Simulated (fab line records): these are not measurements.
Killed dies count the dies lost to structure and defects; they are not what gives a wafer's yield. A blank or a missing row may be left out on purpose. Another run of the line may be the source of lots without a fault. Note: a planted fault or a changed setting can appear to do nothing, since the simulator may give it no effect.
Struck lot and sound lot, side by side :: flow ritCmos :: 18 out of 202 route steps
Sound: wafers L623.2, L623.3, L623.5. Wafers struck: L626.2, L626.5, L626.6. The cause is named last.
Each step with rows lists, per side, the tool, then ch with its chambers, then its first start. Under that, the readings that differ: sound wafers :: struck wafers :: difference of the means :: sigmas: that difference in standard deviations of wafers without a fault.
alike: readings with means less than 2 such deviations apart, plus words and numbers identical on both sides. not compared: withheld readings, readings lacking a value on some wafer, bounds such as >300 that could conceal the same value, and numbers that have no deviation in the record and whose values overlap.
The two part at a step that has a row with sigmas, a row that says differs or no value, or rows on one side only. Non-overlapping numbers with no deviation appear without sigmas and do not part them. Lack of a reading on every wafer of one side parts them only where that side has two or more wafers.

first, 4 steps without rows for these wafers: RIT_NSD_SOFTBAKE_02 (time 60 s); RIT_NSD_EXPOSE_03 (exposes mask M9, target cd 40700 nm); RIT_NSD_PEB_04; RIT_NSD_DEVELOP_05 (develop time 50 s).
RIT_NSD_OVL_MEAS_06:
  sound on overlay-02, day 3 10:26; struck on overlay-02, day 4 03:37
  alike: NSD_OVL
then, 2 steps without rows for these wafers: RIT_NSD_HARDBAKE_07 (time 60 s); RIT_NSD_IMPLANT_08.
RIT_NSD_STRIP_09: strips in O2, time 180 s.
  sound on plasmaAsher-03 ch 0,1, day 3 10:46; struck on plasmaAsher-01 ch 0,1, day 4 03:56
  alike: drypumpMotorCurrentA
  not compared: rfHoursCounterH
RIT_NSD_TW_MEAS_10:
  sound on filmMetro-02, day 3 10:57; struck on filmMetro-02, day 4 04:07
  alike: NSD_TW
then, 3 steps without rows for these wafers: RIT_PSD_HMDS_00 (prime time 60 s); RIT_PSD_COAT_01 (resist thk 1000 nm); RIT_PSD_SOFTBAKE_02 (time 60 s).
RIT_PSD_EXPOSE_03: exposes mask M10, target cd 40900 nm.
  sound on ilineStepper-02 ch 0, day 3 11:35; struck on ilineStepper-01 ch 0, day 4 04:38
reading: model.PSD.overlayXNm (nm)
sound: 3.636 3.636 3.636
struck: 8384 8384 8384
difference: +8380
sigmas: 
  alike: mask
then, 2 steps without rows for these wafers: RIT_PSD_PEB_04; RIT_PSD_DEVELOP_05 (develop time 50 s).
RIT_PSD_OVL_MEAS_06:
  sound on overlay-01, day 3 11:59; struck on overlay-01, day 4 05:02
reading: PSD_OVL (nm)
sound: 1.9 1.2 0.8
struck: - - -
difference: no value on the struck wafers
sigmas: 
then, 1 step without rows for these wafers: RIT_PSD_HARDBAKE_07 (time 60 s).
RIT_M1_PROBE_99:
  sound on prober-01, day 3 20:49; struck on prober-02, day 4 13:26
reading: killed_at_M0_to_M3
sound: 0 0 0
struck: 0 0 1
difference: +0
sigmas: +2

reading: killedAtFrontEnd
sound: 6 3 8
struck: 264 264 263
difference: +258
sigmas: +89

reading: killedDies
sound: 6 3 8
struck: 264 264 264
difference: +258
sigmas: +89

reading: killedOnRim
sound: 4 0 1
struck: 70 70 70
difference: +68
sigmas: +57

reading: model.etest.selectEdgeDiodeP.overLimit
sound: 0 0 0
struck: 1 1 1
difference: +1
sigmas: 

reading: model.etest.nmos_0p3.short
sound: 0 0 0
struck: 1 1 1
difference: +1
sigmas: 

reading: model.etest.ring.overLimit
sound: 0 0 0
struck: 1 1 1
difference: +1
sigmas: 

reading: model.etest.pmos_0p3.overLimit
sound: 0 0 0
struck: 1 1 1
difference: +1
sigmas: 

reading: model.etest.retroEdgeNmos.overLimit
sound: 0 0 0
struck: 1 1 1
difference: +1
sigmas: 

reading: model.etest.pmosTurned.short
sound: 0 0 0
struck: 1 1 1
difference: +1
sigmas: 

reading: model.etest.pmosNarrow.short
sound: 0 0 0
struck: 1 1 1
difference: +1
sigmas: 

reading: model.etest.nmos_0p15.short
sound: 0 0 0
struck: 1 1 1
difference: +1
sigmas: 
  alike: killedOpen, killedShort

== WHERE THEY PART ==
First at RIT_PSD_OVL_MEAS_06; last, within this record, at RIT_M1_PROBE_99.

WHY: the cause the simulator had injected
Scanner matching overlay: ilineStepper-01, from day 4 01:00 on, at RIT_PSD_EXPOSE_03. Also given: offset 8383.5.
